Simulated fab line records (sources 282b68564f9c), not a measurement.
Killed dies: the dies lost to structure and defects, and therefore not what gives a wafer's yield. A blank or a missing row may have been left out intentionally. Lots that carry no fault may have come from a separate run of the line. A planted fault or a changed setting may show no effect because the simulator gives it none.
A lot that was struck, set against a sound lot | flow rit_cmos | 27 out of 202 route steps
Sound: these wafers, L982.2, L982.3, L982.5. Struck: wafers L988.1, L988.6 (left out: L988.5, a lot-mate that was not struck); the cause follows at the end.
For every step that has rows: the tool of each side, followed by ch and its chambers, followed by its first start. Under that, the readings that differ: sound wafers | struck wafers | difference of the means | sigmas: that difference in standard deviations of wafers without a fault.
alike: same words and numbers on both sides, and readings whose means sit less than 2 such deviations apart. not compared: any withheld reading, any reading some wafer has no value for, any bound like >300 that may hide the same value, and any number with overlapping values for which the record gives no deviation.
A row with sigmas, a row that says differs or no value, or rows on one side alone: a step with any of these is where the two part. Numbers that have no deviation but don't overlap get no sigmas and don't part them. A reading that every wafer of one side lacks parts them only if that side has two wafers or more.

first, 4 steps without rows for these wafers: RIT_CONTACT_SOFTBAKE_04 (time 60 s); RIT_CONTACT_EXPOSE_05 (exposes mask M11, target cd 1000 nm); RIT_CONTACT_PEB_06; RIT_CONTACT_DEVELOP_07 (develop time 120 s).
RIT_CONTACT_CD_MEAS_08: target cd 1000 nm.
  sound on cd_sem-01 at day 6 03:15; struck on cd_sem-02 at day 7 03:34
  alike: cd_nm
RIT_CONTACT_OVL_MEAS_09:
  sound on overlay-02 at day 6 03:21; struck on overlay-01 at day 7 03:41
  alike: CONTACT_OVL
then, 1 step without rows for these wafers: RIT_CONTACT_HARDBAKE_10 (time 60 s).
RIT_CONTACT_ETCH_11: etches SiO2 in CHF3/CF4/Ar, stops on TiSi2, target depth 480 nm, time 320 s.
  sound on rie_diel-01 ch 1,2,3, day 6 03:32; struck on rie_diel-01 ch 0,1, day 7 03:53
  alike: CHF3_flow_sccm, drypump_motor_current_A, oes_product_au, throttle_valve_pct
  not compared: rf_hours_counter_h
RIT_CONTACT_STRIP_12: strips in O2, time 180 s.
  sound on plasma_asher-03 ch 0, day 6 03:44; struck on plasma_asher-01 ch 1, day 7 04:04
  alike: drypump_motor_current_A
  not compared: rf_hours_counter_h
RIT_CONTACT_CD_MEAS_90: target cd 1000 nm.
  sound on cd_sem-02 at day 6 03:55; struck on cd_sem-01 at day 7 04:15
  alike: cd_nm
then, 2 steps without rows for these wafers: RIT_CONTACT_CLEAN_13 (cleans in SC1, time 600 s); RIT_CONTACT_CLEAN_14 (cleans in SC2, time 600 s).
RIT_M1_SPUTTER_00: material Al, target thk 400 nm, time 500 s.
  sound on pvd_sputter-01 at day 6 04:22; struck on pvd_sputter-01 at day 7 04:43
  reading                               | sound             | struck      | difference | sigmas
  model.Al_of_M1_SPUTTER_00.thk_nm (nm) | 400.4 401.6 402.1 | 352.6 357.5 | -46.3      |
  alike: throttle_valve_pct
RIT_M1_RS_MEAS_01: a four-point-probe measurement.
  sound on film_metro-04 at day 6 04:41; struck on film_metro-02 at day 7 05:01
  reading           | sound                | struck        | difference | sigmas
  M1_AL_RS (ohm/sq) | 0.0733 0.0731 0.0731 | 0.0836 0.0825 | +0.0099    | +13
RIT_M1_THK_MEAS_02: measures by xrf.
  sound on film_metro-04 at day 6 04:48; struck on film_metro-02 at day 7 05:08
  reading        | sound       | struck  | difference | sigmas
  M1_AL_THK (nm) | 398 398 399 | 349 357 | -45        | -10
then, 6 steps without rows for these wafers: RIT_M1_HMDS_03 (prime time 60 s); RIT_M1_COAT_04 (resist thk 1300 nm); RIT_M1_SOFTBAKE_05 (time 60 s); RIT_M1_EXPOSE_06 (exposes mask M12, target cd 2600 nm); RIT_M1_PEB_07; RIT_M1_DEVELOP_08 (develop time 68 s).
RIT_M1_CD_MEAS_09: target cd 2600 nm.
  sound on cd_sem-02 at day 6 05:45; struck on cd_sem-02 at day 7 06:12
  alike: cd_nm
RIT_M1_OVL_MEAS_10:
  sound on overlay-02 at day 6 05:51; struck on overlay-02 at day 7 06:19
  alike: M1_OVL
then, 1 step without rows for these wafers: RIT_M1_HARDBAKE_11 (time 120 s).
RIT_M1_METAL_ETCH_12: etches Al in Cl2/BCl3, stops on SiO2, time 165 s, target depth 600 nm.
  sound on rie_metal-03 ch 0,1, day 6 06:08; struck on rie_metal-02 ch 0, day 7 06:37
  reading                     | sound             | struck      | difference | sigmas
  drypump_motor_current_A (A) | 6.5 6.5 5.9       | 5.1 5.1     | -1.2       | -3
  oes_product_au (a.u.)       | 0.780 0.779 0.773 | 0.718 0.729 | -0.054     | -4
  alike: bcl3_flow_sccm, throttle_valve_pct
  not compared: rf_hours_counter_h
then, 1 step without rows for these wafers: RIT_M1_STRIP_13 (strips in nmp, time 600 s).
RIT_M1_PROBE_99:
  sound on prober-01 at day 6 08:26; struck on prober-01 at day 7 09:05
  reading                  | sound                   | struck          | difference | sigmas
  killed_at_contacts       | 0 0 0                   | 0 1             | +0         | +2
  killed_open              | 2 1 2                   | 6 6             | +4         | +2
  model.etest.m1.rs_ohm_sq | 0.07224 0.07204 0.07149 | 0.08235 0.08103 | +0.00977   |
  alike: killed_at_front_end, killed_dies, killed_short

WHERE THEY PART
First at RIT_M1_RS_MEAS_01; last, within this record, at RIT_M1_PROBE_99.

WHY: the cause the simulator had injected
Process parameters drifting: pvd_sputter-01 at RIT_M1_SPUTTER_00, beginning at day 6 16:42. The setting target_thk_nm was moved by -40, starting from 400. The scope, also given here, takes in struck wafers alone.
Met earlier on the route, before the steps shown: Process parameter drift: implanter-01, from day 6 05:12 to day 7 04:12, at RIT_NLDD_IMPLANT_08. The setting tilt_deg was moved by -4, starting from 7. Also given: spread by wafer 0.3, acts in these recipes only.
